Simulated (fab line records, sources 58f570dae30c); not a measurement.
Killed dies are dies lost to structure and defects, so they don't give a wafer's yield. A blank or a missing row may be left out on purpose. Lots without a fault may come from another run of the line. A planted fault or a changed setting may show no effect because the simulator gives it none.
Which tool did it? | flow berkeley_cmos170 | 14 lots, 42 wafers sampled, at 1 step of a route of 331

WHAT THE GAUGES READ, wafer by wafer
UCB170_NLDD_OVL_MEAS_07. Usual: NLDD_OVL 3 nm, standard deviation 6.3.
lot  | measured     | on         | NLDD_OVL (nm) | flag
L969 | day 6 05:50  | overlay-02 | 4 1 5         |
L975 | day 7 19:31  | overlay-01 | 3 1 2         |
L973 | day 7 19:49  | overlay-01 | 1 7 5         |
L974 | day 7 20:13  | overlay-01 | 12 4 13       |
L978 | day 7 23:53  | overlay-01 | 1 5 13        |
L981 | day 9 10:46  | overlay-01 | 6 3 3         |
L985 | day 9 11:00  | overlay-01 | 11 8 9        |
L984 | day 9 13:43  | overlay-01 | 3 8 -5        |
L983 | day 10 00:44 | overlay-01 | 6 -1 -4       |
L987 | day 10 09:57 | overlay-01 | 6 15 2        |
L988 | day 10 10:13 | overlay-02 | -2 -9 -5      |
L989 | day 10 14:10 | overlay-02 | -4 -6 2       |
L990 | day 11 09:49 | overlay-02 | 8 0 7         |
L991 | day 11 10:05 | overlay-02 | 11 12 13      |

WHICH TOOL RAN EACH LOT (tool, then ch and the chambers of the sampled wafers, then the start)
The record holds no process step before these readings.

WHAT THE TOOLS THEMSELVES READ (means of the sampled wafers that have a number; where no wafer has one, the mark that the record gives instead)
The record holds no such reading with a usual standard deviation.

THE ANSWER, worked out from the rows above alone
Rule: a lot is off if the mean of its wafers that have a number lies more than 3 standard deviations from the usual mean. A lot without any number at a reading at which 4 lots or more have one is off too. The other lots that the step has rows for count as sound. The gauges are gone through in route order, then the tools' own readings, and for those a lot's mean is taken as printed above. The first step at which some lot is off is used, and at that step the reading that is off furthest; a lot without a number counts as furthest.
No lot is off at any reading shown: from this, nothing can be told.

WHAT THE SIMULATOR HAD PUT IN
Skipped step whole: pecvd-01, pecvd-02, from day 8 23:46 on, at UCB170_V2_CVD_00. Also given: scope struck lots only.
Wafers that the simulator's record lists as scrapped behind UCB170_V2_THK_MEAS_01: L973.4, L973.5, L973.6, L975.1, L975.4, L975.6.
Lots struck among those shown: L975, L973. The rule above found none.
